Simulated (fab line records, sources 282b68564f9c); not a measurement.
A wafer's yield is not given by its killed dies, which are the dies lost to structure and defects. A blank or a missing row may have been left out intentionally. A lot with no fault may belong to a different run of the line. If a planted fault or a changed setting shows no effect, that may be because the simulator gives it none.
Comparing a struck lot with a sound one + flow rit_cmos + 15 steps out of a route of 202
Sound: the wafers L700.2, L700.3, L700.5. Struck: wafer L705.1 (left out: L705.2, L705.3 of the same lot, which were not struck); the cause appears at the end.
Order at every step that has rows: each side's tool, ch and its chambers, its first start. Under that, the readings that differ: sound wafers + struck wafers + difference of the means + sigmas: that difference in standard deviations of wafers without a fault.
alike: readings whose means differ by less than 2 such deviations, and words and numbers that are the same on both sides. not compared: withheld readings, readings that some wafer has no value for, bounds like >300 that may hide the same value, and numbers for which the record gives no deviation and whose values overlap.
Wherever a step has rows on one side only, a row that says differs or no value, or a row with sigmas, the two part there. When numbers do not overlap yet have no deviation, they are printed without sigmas and do not part them. Lack of a reading on every wafer of one side parts them only where that side has two or more wafers.

first, 1 step without rows for these wafers: RIT_NWELL_IMPLANT_08.
RIT_NWELL_STRIP_09: strips in O2, time 180 s.
  sound on plasma_asher-03 ch 0,1, day 2 04:56; struck on plasma_asher-03 ch 0, day 3 05:00
  alike: drypump_motor_current_A, o2_flow_sccm, rf_refl_power_W
  not compared: rf_hours_counter_h
RIT_NWELL_TW_MEAS_10:
  struck on film_metro-02, day 3 05:11; sound on film_metro-04, day 2 05:07
  alike: NWELL_TW
then, 6 steps without rows for these wafers: RIT_PWELL_HMDS_00 (prime time 60 s); RIT_PWELL_COAT_01 (resist thk 1300 nm); RIT_PWELL_SOFTBAKE_02 (time 60 s); RIT_PWELL_EXPOSE_03 (exposes mask M3, target cd 43700 nm); RIT_PWELL_PEB_04; RIT_PWELL_DEVELOP_05 (develop time 68 s).
RIT_PWELL_OVL_MEAS_06:
  struck on overlay-01, day 3 06:07; sound on overlay-02, day 2 06:04
  alike: PWELL_OVL
then, 2 steps without rows for these wafers: RIT_PWELL_HARDBAKE_07 (time 120 s); RIT_PWELL_IMPLANT_08.
RIT_PWELL_STRIP_09: strips in O2, time 180 s.
  sound on plasma_asher-03 ch 1, day 2 06:29; struck on plasma_asher-03 ch 0, day 3 06:33
| reading             | sound          | struck | difference | sigmas |
|---------------------|----------------|--------|------------|--------|
| o2_flow_sccm (sccm) | 4010 4007 4008 | 4787   | +779       | +65    |
| rf_refl_power_W (W) | 4.9 4.7 4.9    | 8.0    | +3.2       | +2     |
  alike: drypump_motor_current_A
  not compared: rf_hours_counter_h
RIT_PWELL_TW_MEAS_10:
  struck on film_metro-03, day 3 06:44; sound on film_metro-03, day 2 06:40
  alike: PWELL_TW
RIT_M1_PROBE_99:
  struck on prober-02, day 4 17:27; sound on prober-01, day 3 19:47
| reading             | sound  | struck | difference | sigmas |
|---------------------|--------|--------|------------|--------|
| killed_at_front_end | 13 9 8 | 3      | -7         | -2     |
| killed_dies         | 13 9 8 | 3      | -7         | -2     |
| killed_on_rim       | 6 4 3  | 0      | -4         | -3     |
  alike: killed_at_contacts, killed_open, killed_short

WHERE THEY PART
At RIT_PWELL_STRIP_09 first; at RIT_M1_PROBE_99 last (within this record only).

WHY: whatever the simulator had introduced
plasma_asher-03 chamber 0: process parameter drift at RIT_PWELL_STRIP_09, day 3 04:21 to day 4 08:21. From 4000, the setting o2_flow_sccm moved by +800. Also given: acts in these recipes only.
